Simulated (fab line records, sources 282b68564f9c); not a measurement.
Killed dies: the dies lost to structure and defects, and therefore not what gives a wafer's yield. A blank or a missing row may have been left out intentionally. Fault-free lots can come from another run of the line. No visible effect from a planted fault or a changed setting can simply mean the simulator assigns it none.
Which tool was responsible? | flow rit_cmos | Sampling: 14 lots, 42 wafers, 5 of 202 route steps

WHAT THE GAUGES SHOWED, per wafer
RIT_ACTIVE_CD_MEAS_90: target cd 1400 nm. Usual: cd_nm 1399.9 nm, standard deviation 2.6.
lot  | measured    | on        | cd_nm (nm)           | flag
L720 | day 1 17:09 | cd_sem-01 | 1402.1 1401.8 1402.0 |
L722 | day 2 01:01 | cd_sem-01 | 1400.3 1402.8 1402.3 |
L723 | day 2 06:08 | cd_sem-02 | 1399.3 1400.0 1401.3 |
L724 | day 2 11:09 | cd_sem-02 | 1404.4 1401.6 1400.9 |
L725 | day 2 17:18 | cd_sem-02 | 1399.1 1401.4 1399.4 |
L726 | day 2 21:09 | cd_sem-02 | 1396.5 1397.3 1397.6 |
L728 | day 3 07:40 | cd_sem-02 | 1399.6 1400.4 1401.1 |
L729 | day 3 12:30 | cd_sem-02 | 1395.4 1397.9 1397.3 |
L731 | day 3 22:02 | cd_sem-02 | 1399.2 1398.1 1399.5 |
L732 | day 4 03:02 | cd_sem-01 | 1402.6 1402.9 1402.1 |
L733 | day 4 08:10 | cd_sem-01 | 1399.4 1399.8 1398.1 |
L737 | day 5 04:08 | cd_sem-01 | 1395.7 1396.2 1396.5 |
L738 | day 5 09:01 | cd_sem-02 | 1402.8 1401.2 1398.7 |
L739 | day 5 14:02 | cd_sem-01 | 1404.0 1403.9 1402.3 |

RIT_GATE_THK_MEAS_09. Usual: for GATE_POLY_THK the level is 249.1 nm and the standard deviation is 2.6.
lot  | measured    | on            | GATE_POLY_THK (nm) | flag
L720 | day 2 13:59 | film_metro-03 | 248.1 248.5 248.3  |
L722 | day 2 21:25 | film_metro-03 | 248.6 249.5 248.5  |
L723 | day 3 02:04 | film_metro-01 | 245.1 246.2 245.9  |
L724 | day 3 09:35 | film_metro-02 | 252.0 252.2 253.4  |
L725 | day 3 14:32 | film_metro-03 | 250.5 251.9 249.6  |
L726 | day 3 17:44 | film_metro-03 | 248.2 246.9 247.2  |
L728 | day 4 03:24 | film_metro-02 | 248.4 248.8 245.2  |
L729 | day 4 09:18 | film_metro-01 | 245.3 247.2 247.8  |
L731 | day 4 18:13 | film_metro-01 | 248.3 248.5 250.5  |
L732 | day 4 22:58 | film_metro-02 | 245.7 244.2 246.0  |
L733 | day 5 03:38 | film_metro-02 | 251.4 250.8 248.2  |
L737 | day 6 01:55 | film_metro-02 | 248.6 248.3 248.2  |
L738 | day 6 11:27 | film_metro-03 | 251.3 250.4 251.9  |
L739 | day 6 15:04 | film_metro-03 | 245.0 247.1 246.2  |

RIT_GATE_OVL_MEAS_17. Usual: for GATE_OVL the level is 0.2 nm and the standard deviation is 1.7.
lot  | measured    | on         | GATE_OVL (nm)        | flag
L720 | day 2 15:17 | overlay-02 | -0.1 -2.4 -0.2       |
L722 | day 2 22:27 | overlay-01 | 1.2 2.0 0.1          |
L723 | day 3 03:06 | overlay-02 | 2.1 1.5 3.8          |
L724 | day 3 10:44 | overlay-01 | 0.2 0.7 1.1          |
L725 | day 3 15:48 | overlay-01 | -0.6 -0.7 -0.4       |
L726 | day 3 18:46 | overlay-01 | -0.2 -0.3 -1.5       |
L728 | day 4 04:32 | overlay-01 | -0.8 -0.9 -0.8       |
L729 | day 4 10:30 | overlay-02 | 0.6 0.4 1.8          |
L731 | day 4 19:15 | overlay-02 | 0.5 -1.3 0.0         |
L732 | day 5 00:07 | overlay-02 | 1.5 1.2 0.3          |
L733 | day 5 04:47 | overlay-01 | -1.8 -1.6 -1.6       |
L737 | day 6 03:04 | overlay-02 | -146.9 -146.9 -147.3 | OFF
L738 | day 6 12:29 | overlay-02 | -149.3 -149.0 -150.2 | OFF
L739 | day 6 16:13 | overlay-01 | 3.6 3.7 4.4          |

RIT_NLDD_OVL_MEAS_06. Usual: for NLDD_OVL the level is -1.9 nm and the standard deviation is 1.6.
lot  | measured    | on         | NLDD_OVL (nm)  | flag
L720 | day 2 19:50 | overlay-02 | -1.0 -1.2 -2.3 |
L722 | day 3 02:53 | overlay-01 | -1.8 -1.4 -0.2 |
L723 | day 3 07:39 | overlay-01 | -3.5 -2.5 -2.6 |
L724 | day 3 15:14 | overlay-01 | -3.5 -3.6 -4.1 |
L725 | day 3 20:13 | overlay-01 | -1.8 -2.7 -2.5 |
L726 | day 3 23:28 | overlay-02 | -1.3 -0.9 -0.5 |
L728 | day 4 09:04 | overlay-02 | -0.7 -0.2 -1.8 |
L729 | day 4 15:15 | overlay-02 | -0.1 0.3 -0.6  |
L731 | day 4 23:42 | overlay-02 | -1.4 -2.7 -2.3 |
L732 | day 5 04:54 | overlay-02 | -2.4 -2.2 -1.9 |
L733 | day 5 09:32 | overlay-01 | -2.3 -4.9 -3.0 |
L737 | day 6 08:52 | overlay-01 | -3.7 -5.0 -3.7 |
L738 | day 6 16:54 | overlay-02 | -3.4 -5.6 -4.7 |
L739 | day 6 21:17 | overlay-02 | -0.7 -0.2 -2.2 |

EACH LOT AND THE TOOL THAT RAN IT (in order: tool; ch and the chambers of the sampled wafers; start)
lot  | RIT_GATE_EXPOSE_13
L720 | iline_stepper-02 ch 0, day 2 14:46
L722 | iline_stepper-01 ch 0, day 2 21:56
L723 | iline_stepper-01 ch 0, day 3 02:35
L724 | iline_stepper-01 ch 0, day 3 10:12
L725 | iline_stepper-01 ch 0, day 3 15:12
L726 | iline_stepper-01 ch 0, day 3 18:15
L728 | iline_stepper-01 ch 0, day 4 03:57
L729 | iline_stepper-01 ch 0, day 4 09:49
L731 | iline_stepper-01 ch 0, day 4 18:44
L732 | iline_stepper-02 ch 0, day 4 23:36
L733 | iline_stepper-01 ch 0, day 5 04:17
L737 | iline_stepper-02 ch 0, day 6 02:33
L738 | iline_stepper-02 ch 0, day 6 11:58
L739 | iline_stepper-01 ch 0, day 6 15:43
- RIT_GATE_EXPOSE_13: exposes mask M6, target cd 150 nm.

WHAT THE TOOLS THEMSELVES READ (means of the sampled wafers that have a number; where no wafer has one, the mark that the record gives instead)
The record holds no such reading with a usual standard deviation.

THE ANSWER, worked out from the rows above alone
Rule: a lot is off if the mean of its wafers that have a number lies more than 3 standard deviations from the usual mean. Also off: a lot with no number at a reading for which 4 or more lots have one. Where the step has rows for the other lots, those lots are counted as sound. Order of review: gauges by route order, followed by the tools' own readings, for which a lot's mean as printed above is used. At the first step where some lot is off, the reading lying furthest off is the one used; lots without a number count as furthest.
Off: L737, L738, at RIT_GATE_OVL_MEAS_17 (GATE_OVL).
If a tool, at a process step before that reading, ran all the lots that are off and no sound lot after the first of them, it fits. Gauges at RIT_GATE_OVL_MEAS_17: tried the same way as those tools. 2 tools fit, iline_stepper-02 at RIT_GATE_EXPOSE_13 and overlay-02 at RIT_GATE_OVL_MEAS_17, so this cannot tell which one it is.

WHAT THE SIMULATOR HAD INSERTED
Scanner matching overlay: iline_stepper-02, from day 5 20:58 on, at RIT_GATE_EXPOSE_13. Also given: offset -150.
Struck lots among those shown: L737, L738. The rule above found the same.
